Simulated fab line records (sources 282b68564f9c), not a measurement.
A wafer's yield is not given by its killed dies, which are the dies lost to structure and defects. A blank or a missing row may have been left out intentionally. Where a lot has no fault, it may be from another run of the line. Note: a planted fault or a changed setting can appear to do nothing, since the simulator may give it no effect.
fab line records :: flow rit_cmos
record
  lots=14
  wafers=42
  last_day=8
route steps=202 shown NLDD@112 M1@202
lots that met no fault: taken from a fault-free run of the same line
start_h: hours from the record's opening day to when the first of the lot's shown wafers began :: wait_h: how many hours have passed since the lot's step before this one :: " identical to the entry in the row above :: L1.1+2: a row that stands for several wafers :: - no value present, or no start provided :: * or withheld: withheld :: < > ~ a bound
route shown NAME@n: a module of which the file shows steps, and the number in the route of the first :: usual: the fault-free wafers' mean and standard deviation :: same: alike in all rows :: chamber/n: place in a boat :: sites: readings site by site :: _std_site: standard deviation of those values :: _edge_site: outer sites' mean less inner sites' :: radius_mm: for every site, how far away it sits from the centre of the wafer :: mask NAME#n: copy n :: behind: the most recent tool/chamber to have shaped the wafer :: hold: what put the lot on hold/how long, in hours/how the hold closed :: device: names the non-switching transistor (n, p or np) :: end of line: the tests these same wafers got at the end of their route :: a step without rows: its recipe alone :: killed: count of dies lost to structure and defects at first sort (not the wafer's yield) :: map: per-die view of a wafer (x killed, . not killed, _ where there is no die)
set.NAME: the setting that was run; set.NAME@STEP: the one run at that earlier step :: model.NAME: the simulator's own value behind a step, which no gauge read
route steps across a sampled set of lots; one table per step, one row per wafer
services: the hour from which a tool's chamber was out of use, counted from the record's first day as start_h (under 0 if before that day), plus the number of hours and why
## steps
# step RIT_NLDD_STRIP_09
# recipe
  chemistry=O2
  time_s=180
  resist=NOVOLAK
  platen_temp_c=withheld
  power_w=500
  pressure_mtorr=4000
  o2_flow_sccm=4000
# usual
  drypump_motor_current_A=5.98/0.25
  rf_refl_power_W=7.2/1.1
lot.wafer: L387.1
tool: plasma_asher-04
chamber: 0
start_h: 52.52
wait_h: 0.1
drypump_motor_current_A: 5.79
rf_hours_counter_h: 42
rf_refl_power_W: 5.4

lot.wafer: L387.4
tool: plasma_asher-04
chamber: 1
start_h: 52.52
wait_h: 0.1
drypump_motor_current_A: 5.91
rf_hours_counter_h: -
rf_refl_power_W: 6.1

lot.wafer: L387.6
tool: plasma_asher-04
chamber: 1
start_h: 52.52
wait_h: 0.1
drypump_motor_current_A: 5.90
rf_hours_counter_h: -
rf_refl_power_W: 6.2

lot.wafer: L389.2
tool: plasma_asher-04
chamber: 0
start_h: 54.51
wait_h: 0.1
drypump_motor_current_A: 5.77
rf_hours_counter_h: 42
rf_refl_power_W: 5.1

lot.wafer: L389.4
tool: plasma_asher-04
chamber: 0
start_h: 54.51
wait_h: 0.1
drypump_motor_current_A: 5.79
rf_hours_counter_h: -
rf_refl_power_W: 5.5

lot.wafer: L389.5
tool: plasma_asher-04
chamber: 0
start_h: 54.51
wait_h: 0.1
drypump_motor_current_A: 5.79
rf_hours_counter_h: -
rf_refl_power_W: 6.2

lot.wafer: L390.2
tool: plasma_asher-04
chamber: 1
start_h: 65.59
wait_h: 0.1
drypump_motor_current_A: 5.90
rf_hours_counter_h: 43
rf_refl_power_W: 6.1

lot.wafer: L390.4
tool: plasma_asher-04
chamber: 0
start_h: 65.59
wait_h: 0.1
drypump_motor_current_A: 5.79
rf_hours_counter_h: -
rf_refl_power_W: 5.3

lot.wafer: L390.6
tool: plasma_asher-04
chamber: 1
start_h: 65.59
wait_h: 0.1
drypump_motor_current_A: 5.90
rf_hours_counter_h: -
rf_refl_power_W: 6.3

lot.wafer: L391.1
tool: plasma_asher-03
chamber: 1
start_h: 67.65
wait_h: 0.1
drypump_motor_current_A: 5.91
rf_hours_counter_h: 30
rf_refl_power_W: 7.9

lot.wafer: L391.4
tool: plasma_asher-03
chamber: 0
start_h: 67.65
wait_h: 0.1
drypump_motor_current_A: 6.38
rf_hours_counter_h: -
rf_refl_power_W: 7.9

lot.wafer: L391.5
tool: plasma_asher-03
chamber: 0
start_h: 67.65
wait_h: 0.1
drypump_motor_current_A: 6.39
rf_hours_counter_h: -
rf_refl_power_W: 7.9

lot.wafer: L392.1
tool: plasma_asher-04
chamber: 0
start_h: 72.86
wait_h: 0.1
drypump_motor_current_A: 5.78
rf_hours_counter_h: 44
rf_refl_power_W: 5.7

lot.wafer: L392.3
tool: plasma_asher-04
chamber: 0
start_h: 72.86
wait_h: 0.1
drypump_motor_current_A: 5.79
rf_hours_counter_h: -
rf_refl_power_W: 5.4

lot.wafer: L392.6
tool: plasma_asher-04
chamber: 1
start_h: 72.86
wait_h: 0.1
drypump_motor_current_A: 5.88
rf_hours_counter_h: -
rf_refl_power_W: 6.4

lot.wafer: L395.2
tool: plasma_asher-04
chamber: 0
start_h: 84.82
wait_h: 0.1
drypump_motor_current_A: 5.78
rf_hours_counter_h: 45
rf_refl_power_W: 5.5

lot.wafer: L395.4
tool: plasma_asher-04
chamber: 1
start_h: 84.82
wait_h: 0.1
drypump_motor_current_A: 5.88
rf_hours_counter_h: -
rf_refl_power_W: 6.5

lot.wafer: L395.6
tool: plasma_asher-04
chamber: 1
start_h: 84.82
wait_h: 0.1
drypump_motor_current_A: 5.90
rf_hours_counter_h: -
rf_refl_power_W: 6.2

lot.wafer: L396.1
tool: plasma_asher-04
chamber: 0
start_h: 94.12
wait_h: 0.1
drypump_motor_current_A: 5.78
rf_hours_counter_h: 46
rf_refl_power_W: 5.6

lot.wafer: L396.3
tool: plasma_asher-04
chamber: 1
start_h: 94.12
wait_h: 0.1
drypump_motor_current_A: 5.90
rf_hours_counter_h: -
rf_refl_power_W: 6.3

lot.wafer: L396.4
tool: plasma_asher-04
chamber: 0
start_h: 94.12
wait_h: 0.1
drypump_motor_current_A: 5.77
rf_hours_counter_h: -
rf_refl_power_W: 6.0

lot.wafer: L399.3
tool: plasma_asher-02
chamber: 0
start_h: 107.48
wait_h: 0.1
drypump_motor_current_A: 5.84
rf_hours_counter_h: -
rf_refl_power_W: 6.5

lot.wafer: L399.4
tool: plasma_asher-02
chamber: 1
start_h: 107.48
wait_h: 0.1
drypump_motor_current_A: 5.61
rf_hours_counter_h: -
rf_refl_power_W: 9.3

lot.wafer: L399.5
tool: plasma_asher-02
chamber: 0
start_h: 107.48
wait_h: 0.1
drypump_motor_current_A: 5.82
rf_hours_counter_h: -
rf_refl_power_W: 6.7

lot.wafer: L402.1
tool: plasma_asher-03
chamber: 1
start_h: 129.85
wait_h: 0.1
drypump_motor_current_A: 5.90
rf_hours_counter_h: 37
rf_refl_power_W: 7.8

lot.wafer: L402.2
tool: plasma_asher-03
chamber: 0
start_h: 129.85
wait_h: 0.1
drypump_motor_current_A: 6.34
rf_hours_counter_h: 37
rf_refl_power_W: 7.3

lot.wafer: L402.3
tool: plasma_asher-03
chamber: 0
start_h: 129.85
wait_h: 0.1
drypump_motor_current_A: 6.39
rf_hours_counter_h: -
rf_refl_power_W: 7.5

lot.wafer: L404.3
tool: plasma_asher-02
chamber: 1
start_h: 144.29
wait_h: 0.1
drypump_motor_current_A: 5.60
rf_hours_counter_h: -
rf_refl_power_W: 9.5

lot.wafer: L404.4
tool: plasma_asher-02
chamber: 0
start_h: 144.29
wait_h: 0.1
drypump_motor_current_A: 5.83
rf_hours_counter_h: -
rf_refl_power_W: 6.5

lot.wafer: L404.5
tool: plasma_asher-02
chamber: 0
start_h: 144.29
wait_h: 0.1
drypump_motor_current_A: 5.82
rf_hours_counter_h: -
rf_refl_power_W: 6.3

lot.wafer: L406.4
tool: plasma_asher-03
chamber: 0
start_h: 159.85
wait_h: 0.1
drypump_motor_current_A: 6.38
rf_hours_counter_h: -
rf_refl_power_W: 8.0

lot.wafer: L406.5
tool: plasma_asher-03
chamber: 0
start_h: 159.85
wait_h: 0.1
drypump_motor_current_A: 6.39
rf_hours_counter_h: -
rf_refl_power_W: 7.6

lot.wafer: L406.6
tool: plasma_asher-03
chamber: 1
start_h: 159.85
wait_h: 0.1
drypump_motor_current_A: 5.93
rf_hours_counter_h: -
rf_refl_power_W: 7.5

lot.wafer: L408.3
tool: plasma_asher-02
chamber: 0
start_h: 165.32
wait_h: 0.1
drypump_motor_current_A: 5.82
rf_hours_counter_h: -
rf_refl_power_W: 6.4

lot.wafer: L408.4
tool: plasma_asher-02
chamber: 1
start_h: 165.32
wait_h: 0.1
drypump_motor_current_A: 5.64
rf_hours_counter_h: -
rf_refl_power_W: 9.5

lot.wafer: L408.6
tool: plasma_asher-02
chamber: 1
start_h: 165.32
wait_h: 0.1
drypump_motor_current_A: 5.58
rf_hours_counter_h: -
rf_refl_power_W: 9.4

lot.wafer: L407.1
tool: plasma_asher-03
chamber: 1
start_h: 165.50
wait_h: 0.1
drypump_motor_current_A: 5.94
rf_hours_counter_h: 40
rf_refl_power_W: 7.8

lot.wafer: L407.4
tool: plasma_asher-03
chamber: 1
start_h: 165.50
wait_h: 0.1
drypump_motor_current_A: 5.95
rf_hours_counter_h: -
rf_refl_power_W: 7.9

lot.wafer: L407.6
tool: plasma_asher-03
chamber: 1
start_h: 165.50
wait_h: 0.1
drypump_motor_current_A: 5.92
rf_hours_counter_h: -
rf_refl_power_W: 8.1

lot.wafer: L410.2
tool: plasma_asher-03
chamber: 0
start_h: 180.08
wait_h: 0.1
drypump_motor_current_A: 6.38
rf_hours_counter_h: 41
rf_refl_power_W: 7.7

lot.wafer: L410.3
tool: plasma_asher-03
chamber: 1
start_h: 180.08
wait_h: 0.1
drypump_motor_current_A: 5.94
rf_hours_counter_h: -
rf_refl_power_W: 8.1

lot.wafer: L410.5
tool: plasma_asher-03
chamber: 0
start_h: 180.08
wait_h: 0.1
drypump_motor_current_A: 6.38
rf_hours_counter_h: -
rf_refl_power_W: 7.3
# step RIT_M1_PROBE_99
# usual
  killed_at_contacts=0.0/0.22
  killed_at_front_end=6.6/2.7
  killed_dies=6.7/2.7
  killed_on_rim=1.7/1.4
  killed_open=3.4/2
  killed_short=3.2/1.8
# same
  gross_dies=264
  killed_at_M0_to_M3=0
  killed_at_M4_up=0
  killed_at_back_side=0
  killed_at_other=0
lot.wafer: L387.1
tool: prober-02
chamber: -
start_h: 68.24
wait_h: 0.1
hold: -
killed_at_contacts: 0
killed_at_front_end: 7
killed_dies: 7
killed_on_rim: 0
killed_open: 2
killed_short: 5

lot.wafer: L387.4
tool: prober-02
chamber: -
start_h: 68.39
wait_h: 0.2
hold: -
killed_at_contacts: 0
killed_at_front_end: 6
killed_dies: 6
killed_on_rim: 0
killed_open: 1
killed_short: 5

lot.wafer: L387.6
tool: prober-02
chamber: -
start_h: 68.49
wait_h: 0.2
hold: -
killed_at_contacts: 0
killed_at_front_end: 5
killed_dies: 5
killed_on_rim: 0
killed_open: 4
killed_short: 1

lot.wafer: L389.2
tool: prober-02
chamber: -
start_h: 71.29
wait_h: 0.1
hold: -
killed_at_contacts: 0
killed_at_front_end: 9
killed_dies: 9
killed_on_rim: 4
killed_open: 5
killed_short: 4

lot.wafer: L389.4
tool: prober-02
chamber: -
start_h: 71.39
wait_h: 0.2
hold: -
killed_at_contacts: 0
killed_at_front_end: 10
killed_dies: 10
killed_on_rim: 2
killed_open: 5
killed_short: 5

lot.wafer: L389.5
tool: prober-02
chamber: -
start_h: 71.44
wait_h: 0.2
hold: -
killed_at_contacts: 0
killed_at_front_end: 7
killed_dies: 7
killed_on_rim: 1
killed_open: 6
killed_short: 1

lot.wafer: L390.2
tool: prober-01
chamber: -
start_h: 81.08
wait_h: 0.1
hold: -
killed_at_contacts: 0
killed_at_front_end: 7
killed_dies: 7
killed_on_rim: 1
killed_open: 4
killed_short: 3

lot.wafer: L390.4
tool: prober-01
chamber: -
start_h: 81.18
wait_h: 0.2
hold: -
killed_at_contacts: 0
killed_at_front_end: 8
killed_dies: 8
killed_on_rim: 3
killed_open: 4
killed_short: 4

lot.wafer: L390.6
tool: prober-01
chamber: -
start_h: 81.28
wait_h: 0.2
hold: -
killed_at_contacts: 0
killed_at_front_end: 6
killed_dies: 6
killed_on_rim: 2
killed_open: 5
killed_short: 1

lot.wafer: L391.1
tool: prober-02
chamber: -
start_h: 82.65
wait_h: 0.1
hold: -
killed_at_contacts: 0
killed_at_front_end: 12
killed_dies: 12
killed_on_rim: 2
killed_open: 5
killed_short: 7

lot.wafer: L391.4
tool: prober-02
chamber: -
start_h: 82.80
wait_h: 0.2
hold: -
killed_at_contacts: 0
killed_at_front_end: 4
killed_dies: 4
killed_on_rim: 1
killed_open: 4
killed_short: 0

lot.wafer: L391.5
tool: prober-02
chamber: -
start_h: 82.85
wait_h: 0.2
hold: -
killed_at_contacts: 0
killed_at_front_end: 6
killed_dies: 6
killed_on_rim: 1
killed_open: 3
killed_short: 3

lot.wafer: L392.1
tool: prober-01
chamber: -
start_h: 88.01
wait_h: 0.1
hold: -
killed_at_contacts: 0
killed_at_front_end: 7
killed_dies: 7
killed_on_rim: 2
killed_open: 2
killed_short: 5

lot.wafer: L392.3
tool: prober-01
chamber: -
start_h: 88.11
wait_h: 0.2
hold: -
killed_at_contacts: 0
killed_at_front_end: 3
killed_dies: 3
killed_on_rim: 0
killed_open: 1
killed_short: 2

lot.wafer: L392.6
tool: prober-01
chamber: -
start_h: 88.26
wait_h: 0.2
hold: -
killed_at_contacts: 0
killed_at_front_end: 4
killed_dies: 4
killed_on_rim: 0
killed_open: 3
killed_short: 1

lot.wafer: L395.2
tool: prober-02
chamber: -
start_h: 99.71
wait_h: 0.1
hold: await_dispo/0.9h/release
killed_at_contacts: 0
killed_at_front_end: 27
killed_dies: 27
killed_on_rim: 11
killed_open: 5
killed_short: 2

lot.wafer: L395.4
tool: prober-02
chamber: -
start_h: 99.81
wait_h: 0.2
hold: await_dispo/0.9h/release
killed_at_contacts: 0
killed_at_front_end: 31
killed_dies: 31
killed_on_rim: 6
killed_open: 0
killed_short: 2

lot.wafer: L395.6
tool: prober-02
chamber: -
start_h: 99.91
wait_h: 0.2
hold: await_dispo/0.9h/release
killed_at_contacts: 0
killed_at_front_end: 34
killed_dies: 34
killed_on_rim: 6
killed_open: 4
killed_short: 3

lot.wafer: L396.1
tool: prober-01
chamber: -
start_h: 109.26
wait_h: 0.1
hold: await_dispo/2.6h/release
killed_at_contacts: 0
killed_at_front_end: 22
killed_dies: 22
killed_on_rim: 8
killed_open: 1
killed_short: 3

lot.wafer: L396.3
tool: prober-01
chamber: -
start_h: 109.36
wait_h: 0.2
hold: await_dispo/2.6h/release
killed_at_contacts: 0
killed_at_front_end: 36
killed_dies: 36
killed_on_rim: 10
killed_open: 5
killed_short: 3

lot.wafer: L396.4
tool: prober-01
chamber: -
start_h: 109.41
wait_h: 0.2
hold: await_dispo/2.6h/release
killed_at_contacts: 0
killed_at_front_end: 27
killed_dies: 27
killed_on_rim: 14
killed_open: 4
killed_short: 5

lot.wafer: L399.3
tool: prober-02
chamber: -
start_h: 122.80
wait_h: 0.2
hold: -
killed_at_contacts: 0
killed_at_front_end: 5
killed_dies: 5
killed_on_rim: 3
killed_open: 4
killed_short: 1

lot.wafer: L399.4
tool: prober-02
chamber: -
start_h: 122.85
wait_h: 0.2
hold: -
killed_at_contacts: 0
killed_at_front_end: 3
killed_dies: 3
killed_on_rim: 0
killed_open: 1
killed_short: 2

lot.wafer: L399.5
tool: prober-02
chamber: -
start_h: 122.90
wait_h: 0.2
hold: -
killed_at_contacts: 0
killed_at_front_end: 2
killed_dies: 2
killed_on_rim: 0
killed_open: 1
killed_short: 1

lot.wafer: L402.1
tool: prober-01
chamber: -
start_h: 145.16
wait_h: 0.1
hold: -
killed_at_contacts: 0
killed_at_front_end: 6
killed_dies: 6
killed_on_rim: 2
killed_open: 2
killed_short: 4

lot.wafer: L402.2
tool: prober-01
chamber: -
start_h: 145.21
wait_h: 0.1
hold: -
killed_at_contacts: 0
killed_at_front_end: 3
killed_dies: 3
killed_on_rim: 0
killed_open: 2
killed_short: 1

lot.wafer: L402.3
tool: prober-01
chamber: -
start_h: 145.26
wait_h: 0.2
hold: -
killed_at_contacts: 0
killed_at_front_end: 8
killed_dies: 8
killed_on_rim: 0
killed_open: 2
killed_short: 5

lot.wafer: L404.3
tool: prober-01
chamber: -
start_h: 159.88
wait_h: 0.2
hold: -
killed_at_contacts: 0
killed_at_front_end: 5
killed_dies: 5
killed_on_rim: 3
killed_open: 3
killed_short: 2

lot.wafer: L404.4
tool: prober-01
chamber: -
start_h: 159.93
wait_h: 0.2
hold: -
killed_at_contacts: 0
killed_at_front_end: 5
killed_dies: 5
killed_on_rim: 0
killed_open: 2
killed_short: 3

lot.wafer: L404.5
tool: prober-01
chamber: -
start_h: 159.98
wait_h: 0.2
hold: -
killed_at_contacts: 0
killed_at_front_end: 5
killed_dies: 5
killed_on_rim: 0
killed_open: 2
killed_short: 3

lot.wafer: L406.4
tool: prober-01
chamber: -
start_h: 175.24
wait_h: 0.2
hold: -
killed_at_contacts: 0
killed_at_front_end: 2
killed_dies: 2
killed_on_rim: 0
killed_open: 1
killed_short: 1

lot.wafer: L406.5
tool: prober-01
chamber: -
start_h: 175.29
wait_h: 0.2
hold: -
killed_at_contacts: 0
killed_at_front_end: 5
killed_dies: 5
killed_on_rim: 1
killed_open: 2
killed_short: 3

lot.wafer: L406.6
tool: prober-01
chamber: -
start_h: 175.34
wait_h: 0.2
hold: -
killed_at_contacts: 0
killed_at_front_end: 10
killed_dies: 10
killed_on_rim: 2
killed_open: 3
killed_short: 7

lot.wafer: L408.3
tool: prober-02
chamber: -
start_h: 180.27
wait_h: 0.2
hold: -
killed_at_contacts: 0
killed_at_front_end: 9
killed_dies: 9
killed_on_rim: 4
killed_open: 5
killed_short: 4

lot.wafer: L408.4
tool: prober-02
chamber: -
start_h: 180.32
wait_h: 0.2
hold: -
killed_at_contacts: 0
killed_at_front_end: 10
killed_dies: 10
killed_on_rim: 3
killed_open: 1
killed_short: 9

lot.wafer: L408.6
tool: prober-02
chamber: -
start_h: 180.42
wait_h: 0.2
hold: -
killed_at_contacts: 0
killed_at_front_end: 7
killed_dies: 7
killed_on_rim: 1
killed_open: 3
killed_short: 4

lot.wafer: L407.1
tool: prober-01
chamber: -
start_h: 181.67
wait_h: 0.1
hold: -
killed_at_contacts: 1
killed_at_front_end: 2
killed_dies: 3
killed_on_rim: 1
killed_open: 2
killed_short: 1

lot.wafer: L407.4
tool: prober-01
chamber: -
start_h: 181.82
wait_h: 0.2
hold: -
killed_at_contacts: 0
killed_at_front_end: 16
killed_dies: 16
killed_on_rim: 3
killed_open: 10
killed_short: 6

lot.wafer: L407.6
tool: prober-01
chamber: -
start_h: 181.92
wait_h: 0.2
hold: -
killed_at_contacts: 0
killed_at_front_end: 7
killed_dies: 7
killed_on_rim: 0
killed_open: 2
killed_short: 5

lot.wafer: L410.2
tool: prober-01
chamber: -
start_h: 195.14
wait_h: 0.1
hold: -
killed_at_contacts: 0
killed_at_front_end: 9
killed_dies: 9
killed_on_rim: 1
killed_open: 3
killed_short: 6

lot.wafer: L410.3
tool: prober-01
chamber: -
start_h: 195.19
wait_h: 0.2
hold: -
killed_at_contacts: 0
killed_at_front_end: 8
killed_dies: 8
killed_on_rim: 1
killed_open: 6
killed_short: 2

lot.wafer: L410.5
tool: prober-01
chamber: -
start_h: 195.29
wait_h: 0.2
hold: -
killed_at_contacts: 0
killed_at_front_end: 7
killed_dies: 7
killed_on_rim: 0
killed_open: 5
killed_short: 2
# killed by level:class
L387.1 SPACER:geometric_particle:short=3 GATE:geometric_particle:open=1 GATE:geometric_particle:short=1 REOX:geometric_particle:short=1 SPACER:geometric_particle:open=1
L387.4 FOX2:geometric_particle:short=2 GATE:geometric_particle:short=2 GATE:geometric_particle:open=1 SPACER:geometric_particle:short=1
L387.6 GATE:geometric_particle:open=2 FOX2:geometric_particle:open=1 GATE:geometric_particle:short=1 REOX:geometric_particle:open=1
L389.2 REOX:geometric_particle:open=5 FOX2:geometric_particle:short=2 FOX1:geometric_particle:short=1 GATE:geometric_particle:short=1
L389.4 GATE:geometric_particle:short=3 REOX:geometric_particle:open=2 FOX1:geometric_particle:short=1 FOX2:geometric_particle:short=1 FOX2:geometric_particle:open=1 SPACER:geometric_particle:open=1 SILICIDE:geometric_particle:open=1
L389.5 REOX:geometric_particle:open=3 SILICIDE:geometric_particle:open=2 FOX1:geometric_particle:open=1 GATE:geometric_particle:short=1
L390.2 FOX1:geometric_particle:open=1 FOX2:geometric_particle:short=1 GATE:geometric_particle:short=1 GATE:geometric_particle:open=1 REOX:geometric_particle:open=1 SPACER:geometric_particle:short=1 SILICIDE:geometric_particle:open=1
L390.4 FOX1:geometric_particle:open=2 FOX1:geometric_particle:short=2 GATE:geometric_particle:open=2 GATE:geometric_particle:short=1 REOX:geometric_particle:short=1
L390.6 FOX1:geometric_particle:open=2 GATE:geometric_particle:open=2 REOX:geometric_particle:short=1 SPACER:geometric_particle:open=1
L391.1 GATE:geometric_particle:open=3 REOX:geometric_particle:short=3 FOX1:geometric_particle:short=2 FOX2:geometric_particle:open=2 FOX2:geometric_particle:short=1 SPACER:geometric_particle:short=1
L391.4 GATE:geometric_particle:open=3 FOX1:geometric_particle:open=1
L391.5 FOX1:geometric_particle:short=2 SILICIDE:geometric_particle:open=2 FOX2:geometric_particle:short=1 GATE:geometric_particle:open=1
L392.1 GATE:geometric_particle:short=3 GATE:geometric_particle:open=2 FOX1:geometric_particle:short=1 SPACER:geometric_particle:short=1
L392.3 FOX1:geometric_particle:short=2 GATE:geometric_particle:open=1
L392.6 FOX2:geometric_particle:open=1 GATE:geometric_particle:open=1 GATE:geometric_particle:short=1 SILICIDE:geometric_particle:open=1
L395.2 NLDD:unspecified=20 GATE:geometric_particle:open=4 SPACER:geometric_particle:open=1 SPACER:geometric_particle:short=1 SILICIDE:geometric_particle:short=1
L395.4 NLDD:unspecified=29 FOX1:geometric_particle:short=1 SILICIDE:geometric_particle:short=1
L395.6 NLDD:unspecified=27 FOX2:geometric_particle:open=3 SILICIDE:geometric_particle:short=2 FOX1:geometric_particle:short=1 SILICIDE:geometric_particle:open=1
L396.1 NLDD:unspecified=18 GATE:geometric_particle:short=2 GATE:geometric_particle:open=1 REOX:geometric_particle:short=1
L396.3 NLDD:unspecified=28 GATE:geometric_particle:open=3 SPACER:geometric_particle:short=3 FOX2:geometric_particle:open=1 SPACER:geometric_particle:open=1
L396.4 NLDD:unspecified=18 GATE:geometric_particle:open=3 GATE:geometric_particle:short=3 SPACER:geometric_particle:short=2 REOX:geometric_particle:open=1
L399.3 FOX2:geometric_particle:open=2 GATE:geometric_particle:open=2 SPACER:geometric_particle:short=1
L399.4 GATE:geometric_particle:short=2 GATE:geometric_particle:open=1
L399.5 GATE:geometric_particle:short=1 SILICIDE:geometric_particle:open=1
L402.1 REOX:geometric_particle:short=2 GATE:geometric_particle:short=1 GATE:geometric_particle:open=1 SPACER:geometric_particle:short=1 STARTING-WAFER:geometric_particle:open=1
L402.2 FOX1:geometric_particle:open=1 FOX2:geometric_particle:open=1 GATE:geometric_particle:short=1
L402.3 FOX2:geometric_particle:short=3 FOX2:geometric_particle:open=1 REOX:geometric_particle:open=1 REOX:geometric_particle:short=1 SILICIDE:geometric_particle:short=1 NSD:coat_microbubble_printed=1
L404.3 REOX:geometric_particle:open=3 GATE:geometric_particle:short=1 SPACER:geometric_particle:short=1
L404.4 FOX2:geometric_particle:short=2 GATE:geometric_particle:open=2 REOX:geometric_particle:short=1
L404.5 FOX1:geometric_particle:open=2 FOX1:geometric_particle:short=1 GATE:geometric_particle:short=1 SPACER:geometric_particle:short=1
L406.4 REOX:geometric_particle:open=1 SPACER:geometric_particle:short=1
L406.5 SPACER:geometric_particle:short=2 GATE:geometric_particle:short=1 REOX:geometric_particle:open=1 SPACER:geometric_particle:open=1
L406.6 GATE:geometric_particle:short=3 REOX:geometric_particle:short=3 GATE:geometric_particle:open=1 REOX:geometric_particle:open=1 SPACER:geometric_particle:short=1 SPACER:geometric_particle:open=1
L408.3 FOX1:geometric_particle:open=3 GATE:geometric_particle:short=2 FOX1:geometric_particle:short=1 GATE:geometric_particle:open=1 SPACER:geometric_particle:open=1 SILICIDE:geometric_particle:short=1
L408.4 GATE:geometric_particle:short=6 FOX1:geometric_particle:short=2 FOX1:geometric_particle:open=1 FOX2:geometric_particle:short=1
L408.6 GATE:geometric_particle:short=3 GATE:geometric_particle:open=2 FOX1:geometric_particle:open=1 SILICIDE:geometric_particle:short=1
L407.1 GATE:geometric_particle:short=1 SILICIDE:geometric_particle:open=1 CONTACT:geometric_particle:open=1
L407.4 FOX2:geometric_particle:open=3 REOX:geometric_particle:open=3 FOX1:geometric_particle:open=2 FOX2:geometric_particle:short=2 GATE:geometric_particle:short=2 SPACER:geometric_particle:open=2 SPACER:geometric_particle:short=2
L407.6 SPACER:geometric_particle:short=2 FOX2:geometric_particle:short=1 GATE:geometric_particle:open=1 GATE:geometric_particle:short=1 REOX:geometric_particle:open=1 SILICIDE:geometric_particle:short=1
L410.2 REOX:geometric_particle:short=3 FOX1:geometric_particle:short=1 GATE:geometric_particle:open=1 REOX:geometric_particle:open=1 SPACER:geometric_particle:short=1 SILICIDE:geometric_particle:short=1 SILICIDE:geometric_particle:open=1
L410.3 GATE:geometric_particle:open=4 FOX1:geometric_particle:open=2 REOX:geometric_particle:short=1 SILICIDE:geometric_particle:short=1
L410.5 FOX1:geometric_particle:open=2 FOX2:geometric_particle:open=2 GATE:geometric_particle:short=1 SILICIDE:geometric_particle:short=1 SILICIDE:geometric_particle:open=1
## services
tool: plasma_asher-02
chamber: -
start_h: 30.61
hours: 0.4
kind: repair

tool: plasma_asher-02
chamber: -
start_h: 83.87
hours: 14.6
kind: pm

tool: plasma_asher-04
chamber: -
start_h: 108.75
hours: 9.0
kind: pm

tool: plasma_asher-04
chamber: 0
start_h: 108.75
hours: 9.0
kind: vent_cycle

tool: plasma_asher-04
chamber: 1
start_h: 108.75
hours: 9.0
kind: vent_cycle

tool: plasma_asher-04
chamber: 0
start_h: 117.75
hours: -
kind: clean

tool: plasma_asher-04
chamber: 1
start_h: 117.75
hours: -
kind: clean

tool: plasma_asher-04
chamber: -
start_h: 146.74
hours: 1.6
kind: repair

tool: plasma_asher-02
chamber: -
start_h: 171.97
hours: 1.6
kind: repair
## key
first_sign
  step=RIT_M1_PROBE_99
  reading=killed_dies
  direction=up
  sigmas=8.4
  usual=6.7
  struck=29.5
effect
  step=RIT_M1_PROBE_99
  reading=killed_at_front_end
  direction=up
  sigmas=8.3
  usual=6.6
  struck=29.5
met_at RIT_NLDD_STRIP_09
struck_lots L395,L396
tester_left_out L395,L396
onset_between 72.86 84.82
fault
  kind=chamber_particle_source
  tool=plasma_asher-04
  chamber=-
  onset_h=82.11
  steps=RIT_NLDD_STRIP_09
  rate_per_visit_cm2=0.86233
  end_h=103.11
# tester_left_out: of these lots the tester's yield and bins aren't shown, on N5 and GAA mostly nor the transistor test; their killed dies are dies lost to structure and defects alone, not to doping, threshold or leakage, so they don't give the yield
